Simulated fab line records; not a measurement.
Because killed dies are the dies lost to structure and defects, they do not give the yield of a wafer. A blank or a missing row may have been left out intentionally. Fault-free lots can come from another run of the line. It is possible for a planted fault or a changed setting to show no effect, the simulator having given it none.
Chamber matching	flow berkeley-cmos170	rie-diel-04 running UCB170_GATE_ETCH_14: 4 sister chambers
The step etches BARC in N2/H2. 4 wafers are shown with their chamber, then 7 later ones without.

## WAFERS PAIRED WITH THEIR CHAMBERS
wafer	chamber	throttle-valve-pct (%)
L756.2	1	13.51
L758.5	3	13.25
L762.2	2	13.03
L762.3	0	13.44

## WAFERS WHOSE CHAMBER IS MISSING
wafer	throttle-valve-pct (%)
L762.6	13.42
L768.4	13.51
L768.5	13.44
L768.6	13.03
L770.1	13.43
L770.2	13.50
L770.6	13.44

## CHAMBER TAKEN BY EACH
wafer	from the rows above	in truth
L762.6	0	0
L768.4	1	1
L768.5	0	0
L768.6	2	2
L770.1	0	0
L770.2	1	1
L770.6	0	0
7 of 7 placed correctly. Left unplaced by these rows: 0. Placed wrongly: 0.
How it was worked out, from the rows above alone: a wafer's distance from a chamber is the root of the sum, over the readings, of the square of ((its reading less the chamber's mean) divided by the reading's scatter). The wafer belongs to the nearest chamber; if the next one is less than 2 further off, it can't be placed. The mean given for a chamber averages the wafers shown for that chamber. The scatter: root of mean squared gap, hidden wafer to nearest shown wafer, with one shown wafer a chamber.
